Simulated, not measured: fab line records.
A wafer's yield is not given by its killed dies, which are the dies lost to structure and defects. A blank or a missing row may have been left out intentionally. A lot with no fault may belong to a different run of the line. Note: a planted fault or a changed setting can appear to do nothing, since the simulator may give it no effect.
Problem report, 8D (eight disciplines) form, completed by code | flow berkeley-cmos170 | the parts of the form that need people (team, actions taken, sign-off) are left out

1. THE ISSUE
tilt-deg at UCB170_NVT_IMPLANT_07 reads a mean of 4.140 degrees on 9 wafers of 3 lots; wafers without a fault read 6.997 degrees with a standard deviation of 0.021. So: -99 or more standard deviations from the usual mean.
Earliest sighting: wafer L736.2 on implanter-02 at day 10 02:43. The record has a number at this step for 45 wafers belonging to 15 lots. Rule for "out", or "out of limits": more than 4 standard deviations from the usual mean. The rest of the wafers with a number are treated as sound.

2. WHAT THIS IS AND IS NOT
question                    | is                     | is not
which readings at this step | tilt-deg               | -
which lots                  | L734, L735, L736       | L718, L719, L720, L722, L723, L724, L725, L727, L730, L738, L739, L740
which wafers of those lots  | all that have a number | -
read on which tools         | implanter-02           | implanter-01, implanter-03
when                        | from day 10 02:43      | up to then (27 sound wafers); but 9 sound wafers of L738, L739, L740 came after

3. SUSPECTS, AND WHAT RULES EACH OUT
Counting: any tool at a process step up to the reading is kept as a suspect provided that every lot that is out went through it and no sound lot did after the first of them.
- implanter-02 at UCB170_NVT_IMPLANT_07: kept. It ran every lot that is out, first L736 (day 10 02:43), and no sound lot after that; its last sound lot up to then is L727 (day 8 07:22). Its own readings are out on those wafers: tilt-deg.
Remaining after the count: implanter-02 at UCB170_NVT_IMPLANT_07.

4. THE CAUSE (what the simulator had put in)
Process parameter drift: implanter-02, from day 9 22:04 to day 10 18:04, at UCB170_NVT_IMPLANT_07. From 7, the setting tilt-deg moved by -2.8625. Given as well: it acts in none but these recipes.
This tool alone remained once counting was done.

5. THE CHAIN OF EFFECTS, in route order
Rows list readings where the struck wafers' mean (over those with a number) sits beyond 3 standard deviations from the usual. Only readings whose record carries a usual standard deviation are examined. hours: median over the lots of the time between each lot's start at the first step of this table that gives one and its start at this step. sigmas: the change, counted in usual standard deviations.
hours | step                  | reading  | usual         | on struck wafers | change | sigmas
0     | UCB170_NVT_IMPLANT_07 | tilt-deg | 6.997 degrees | 4.140            | -2.857 | -99 or more
Process steps it contains:
- UCB170_NVT_IMPLANT_07

6. WHAT WOULD HAVE CAUGHT IT SOONER
The fault began at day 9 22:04; the first out-of-limits reading in this record came at day 10 02:43, 5 hours later.
